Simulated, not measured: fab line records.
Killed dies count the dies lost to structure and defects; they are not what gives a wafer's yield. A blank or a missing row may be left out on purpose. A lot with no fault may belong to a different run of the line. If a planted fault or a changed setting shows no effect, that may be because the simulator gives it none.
What tool caused it? | flow berkeley cmos170 | 7 lots, 21 wafers sampled, at 2 steps of a route of 331

== WHAT THE GAUGES READ, wafer by wafer ==
UCB170_WELLDRIVE_THK_MEAS_02.
lot  | measured    | on            | WELLDRIVE_OXIDE_THK (nm)
L135 | day 3 11:55 | film metro-01 | 198 200 200
L137 | day 3 23:43 | film metro-01 | 200 202 205
L141 | day 4 23:55 | film metro-02 | 200 197 199
L143 | day 5 08:14 | film metro-01 | 227 225 226 227 225 226
L150 | day 6 21:34 | film metro-04 | 193 194 196
L154 | day 7 18:10 | film metro-01 | 199 195 197
L156 | day 8 03:43 | film metro-02 | 194 197 195

== WHICH TOOL RAN EACH LOT (tool, then ch and the chambers of the sampled wafers, then the start) ==
lot  | UCB170_WELLDRIVE_OXIDATION_01
L135 | furnace-04 ch 0, day 3 08:23
L137 | furnace-03 ch 0, day 3 20:13
L141 | furnace-03 ch 0, day 4 20:24
L143 | furnace-03 ch 0, day 5 04:44
L150 | furnace-01 ch 0, day 6 18:04
L154 | furnace-01 ch 0, day 7 14:40
L156 | furnace-04 ch 0, day 8 00:12
- UCB170_WELLDRIVE_OXIDATION_01: target thk 199 nm, ox time 9000 s.

== THE ANSWER, worked out from the rows above alone ==
Rule: usual is defined by the lots themselves. The widest of any qualifying gaps counts: lots, ordered by their means at a reading, are off when they make up no more than a third of the lots, leave a main group of 4 or more, and stand apart from it by 3 or more times the standard deviation of that group's means. Not used: any main group whose means are identical at the precision the tables above print for the reading. A lot without any number at a reading at which 4 lots or more have one is off too. Where the step has rows for the other lots, those lots are counted as sound.
Off: at UCB170_WELLDRIVE_THK_MEAS_02 (WELLDRIVE_OXIDE_THK), L143. For the main group the mean is 198 nm and the standard deviation 2.7.
A tool fits if, at a process step before that reading, it ran every lot that is off, and no sound lot after the first of them. Those tools and the gauges at UCB170_WELLDRIVE_THK_MEAS_02 are tried in the same way. One fits: furnace-03 at UCB170_WELLDRIVE_OXIDATION_01. Its last sound lot is L141 (day 4 20:24), its first lot that is off L143 (day 5 04:44): a fault that began between those two fits.

== WHAT WAS PUT IN BY THE SIMULATOR ==
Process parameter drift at UCB170_WELLDRIVE_OXIDATION_01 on furnace-03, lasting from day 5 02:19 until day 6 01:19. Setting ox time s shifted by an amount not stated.
Struck lots among those shown: L143. This agrees with what the rule above found.
